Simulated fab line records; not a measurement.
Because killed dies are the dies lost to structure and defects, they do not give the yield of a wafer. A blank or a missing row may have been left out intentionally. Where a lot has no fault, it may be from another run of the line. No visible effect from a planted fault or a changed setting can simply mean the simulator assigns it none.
A struck lot beside a sound one :: flow berkeley-cmos170 :: 18 out of 331 route steps
Sound: the wafers L834.3, L834.4, L834.6. Struck: wafers L855.3, L855.5, L855.6. At the end, the cause is stated.
Per side, at each step with rows, come the tool, then ch with its chambers, and then its first start. Under that, the readings that differ: sound wafers :: struck wafers :: difference of the means :: sigmas: that difference in standard deviations of wafers without a fault.
alike: words and numbers the same on both sides, and readings whose means are apart by under 2 such deviations; not compared: readings that were withheld, readings missing a value for some wafer, numbers with overlapping values and no deviation given by the record, and bounds like >300 which may hide the same value.
Wherever a step has rows on one side only, a row that says differs or no value, or a row with sigmas, the two part there. Non-overlapping numbers with no deviation appear without sigmas and do not part them. A reading missing from all wafers of one side parts the sides only when that side holds two or more wafers.

first, 2 steps without rows for these wafers: UCB170_SACOX_CLEAN_00 (cleans in dHF, time 7.5 s); UCB170_SACOX_OXIDATION_01 (target thk 14.4 nm, ox time 2400 s).
UCB170_SACOX_THK_MEAS_02:
  sound on film-metro-04 at day 4 23:19; struck on film-metro-03 at day 10 01:04
  alike: SACOX_OXIDE_THK
then, 2 steps without rows for these wafers: UCB170_SCREENOX_WET_ETCH_00 (etches SiO2 in dHF, time 200 s); UCB170_SCREENOX_OXIDATION_01 (target thk 14.4 nm, ox time 2400 s).
UCB170_SCREENOX_THK_MEAS_02:
  sound on film-metro-01 at day 5 04:25; struck on film-metro-02 at day 10 02:58
  alike: SCREENOX_OXIDE_THK
then, 6 steps without rows for these wafers: UCB170_SCREENOX_ANNEAL_03 (time 900 s); UCB170_NVT_HMDS_00 (prime time 60 s); UCB170_NVT_COAT_01 (resist thk 900 nm); UCB170_NVT_SOFTBAKE_02 (time 60 s); UCB170_NVT_EXPOSE_03 (exposes mask PWELL, target cd 3000 nm); UCB170_NVT_PEB_04.
UCB170_NVT_DEVELOP_05: develop time 45 s.
  sound on litho-track-01 ch 0, day 5 10:00; struck on litho-track-01 ch 0, day 10 06:00
UCB170_NVT_OVL_MEAS_06:
  sound on overlay-02 at day 5 11:05; struck on overlay-02 at day 10 06:43
  alike: NVT_OVL
following that, these wafers have no rows for 1 step: UCB170_NVT_IMPLANT_07.
UCB170_NVT_STRIP_08: strips in O2.
  sound on plasma-asher-01 ch 0,1, day 5 11:17; struck on plasma-asher-03 ch 0,1, day 10 06:56
  alike: chamber-pressure-mTorr, drypump-motor-current-A, oes-product-au, strip-time-to-endpoint-s
  not compared: rf-hours-counter-h
UCB170_NVT_TW_MEAS_09:
  sound on film-metro-02 at day 5 11:23; struck on film-metro-01 at day 10 07:01
reading: NVT_TW
sound: 527.0 525.3 524.9
struck: 29.8 29.9 30.0
difference: -495.8
sigmas: -99 or more
then, 1 step without rows for these wafers: UCB170_NVT_CLEAN_10 (cleans in SPM, time 600 s).

WHERE THEY PART
Only at UCB170_NVT_TW_MEAS_09, as far as this record shows.

WHY: what the simulator had put in
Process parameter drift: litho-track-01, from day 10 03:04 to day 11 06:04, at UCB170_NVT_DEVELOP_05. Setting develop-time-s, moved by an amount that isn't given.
